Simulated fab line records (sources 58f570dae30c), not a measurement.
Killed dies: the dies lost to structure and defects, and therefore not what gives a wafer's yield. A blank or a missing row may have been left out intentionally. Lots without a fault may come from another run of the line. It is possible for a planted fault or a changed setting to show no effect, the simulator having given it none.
The same fault as seen by 2 desks    flow berkeley-cmos170    what lay behind the numbers comes last; until then each desk has only its own

## AT THE METROLOGY DESK
Lot by lot, what the gauges showed, no matter which tool ran the lot: averages of those sampled wafers that carry a number. Any lot whose mean is over 4 standard deviations away from the usual mean is out of limits and marked OUT; that distance is given in the brackets.
Columns: A = NWELL_TW at UCB170_NWELL_TW_MEAS_16, usual 1256
lot   first seen here  A
L623  day 2 14:11      1263
L626  day 3 05:43      1275
L629  day 4 00:41      1264
L630  day 4 08:47      1259
L631  day 4 09:04      1264
L632  day 4 15:43      1269
L633  day 4 15:56      1259
L634  day 5 04:07      1228
L635  day 5 09:52      1222
L636  day 5 10:07      2123 (+51) OUT
L639  day 5 23:52      1260
L638  day 5 23:58      2137 (+52) OUT
L643  day 7 00:47      1238
L644  day 7 01:07      1275
Finding of this desk: L636, L638 out of limits, first seen on L636 at day 5 10:07 (NWELL_TW at UCB170_NWELL_TW_MEAS_16). L623, L626, L629, L630, L631, L632, L633, L634, L635, L639, L643, L644: within limits.

## TOOL OWNER'S DESK, implanter-01
The tool's own readings at UCB170_NWELL_IMPLANT_14: means of the sampled wafers that have a number, for each lot that ran on this tool. Any lot whose mean is over 4 standard deviations away from the usual mean is out of limits and marked OUT; that distance is given in the brackets.
Columns: A = dose-ions-cm2 at UCB170_NWELL_IMPLANT_14, usual 1e+13; B = faraday-current-uA at UCB170_NWELL_IMPLANT_14, usual 31.7
lot   first seen here  A                        B
L626  day 3 05:29      1e+13                    31.4
L632  day 4 15:30      1e+13                    31.3
L634  day 5 03:52      1e+13                    31.9
L636  day 5 09:55      5e+13 (+99 or more) OUT  158.7 (+99 or more) OUT
L638  day 5 23:43      5e+13 (+99 or more) OUT  160.6 (+99 or more) OUT
This desk's verdict: out of limits on L636, L638, starting with L636 at day 5 09:55 (dose-ions-cm2 at UCB170_NWELL_IMPLANT_14). L626, L632, L634: within limits.

## TAKEN TOGETHER
An alarm could have come from the tool owner's desk at day 5 09:55, on L636, L638.
At day 5 10:07 the metrology desk could have sounded an alarm, on L636, L638.
The lots listed all ran UCB170_NWELL_IMPLANT_14 on implanter-01.

## WHAT THE SIMULATOR PUT IN
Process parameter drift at UCB170_NWELL_IMPLANT_14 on implanter-01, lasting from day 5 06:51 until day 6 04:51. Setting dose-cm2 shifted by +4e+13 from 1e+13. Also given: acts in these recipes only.
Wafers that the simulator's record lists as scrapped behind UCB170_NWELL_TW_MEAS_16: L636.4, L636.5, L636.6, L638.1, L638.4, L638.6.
Lots struck among those shown: L636, L638.
Counting hours from when the fault started, the first reading out of limits came at 3 for the tool owner's desk and at 3 for the metrology desk.
